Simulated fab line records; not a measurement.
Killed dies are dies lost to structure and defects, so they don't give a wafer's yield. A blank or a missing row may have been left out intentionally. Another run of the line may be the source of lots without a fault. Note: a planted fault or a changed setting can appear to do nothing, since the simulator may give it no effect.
Chamber matching | flow berkeley-cmos170 | UCB170_ACTIVE_ETCH_15 on rie-diel-01: 4 sister chambers
The step etches Si3N4 in CH3F/Ar/O2, stops on SiO2, target depth 242 nm, time 151 s. 8 wafers are shown with their chamber, then 7 later ones without.

WAFERS PAIRED WITH THEIR CHAMBERS
wafer  | chamber | drypump-motor-current-A (A) | throttle-valve-pct (%)
L081.5 | 3       | 6.2                         | 8.07
L081.6 | 2       | 5.4                         | 8.28
L084.5 | 0       | 6.2                         | 7.92
L085.2 | 1       | 5.2                         | 7.88
L085.3 | 0       | 6.3                         | 7.92
L085.6 | 2       | 5.4                         | 8.27
L089.1 | 3       | 6.2                         | 8.10
L089.3 | 1       | 5.2                         | 7.86

WAFERS WHOSE CHAMBER IS MISSING
wafer  | drypump-motor-current-A (A) | throttle-valve-pct (%)
L089.6 | 5.2                         | 7.88
L090.2 | 6.2                         | 8.08
L090.4 | 5.4                         | 8.27
L090.5 | 5.4                         | 8.27
L094.1 | 6.2                         | 8.08
L094.2 | 5.2                         | 7.87
L094.5 | 6.3                         | 8.08

EACH ONE'S CHAMBER
wafer  | from the rows above | in truth
L089.6 | 1                   | 1
L090.2 | 3                   | 3
L090.4 | 2                   | 2
L090.5 | 2                   | 2
L094.1 | 3                   | 3
L094.2 | 1                   | 1
L094.5 | 3                   | 3
Correctly placed: 7 of 7. Not placeable from these rows: 0. Wrongly placed: 0.
How it was worked out, from the rows above alone: a wafer's distance from a chamber is the root of the sum, over the readings, of the square of ((its reading less the chamber's mean) divided by the reading's scatter). The wafer belongs to the nearest chamber; if the next one is less than 2 further off, it can't be placed. A chamber's mean is the mean of its shown wafers. How the scatter is found: for the shown wafers, subtract from each reading the mean of its chamber, square and add these, divide the total by (wafers less chambers), then take the root.
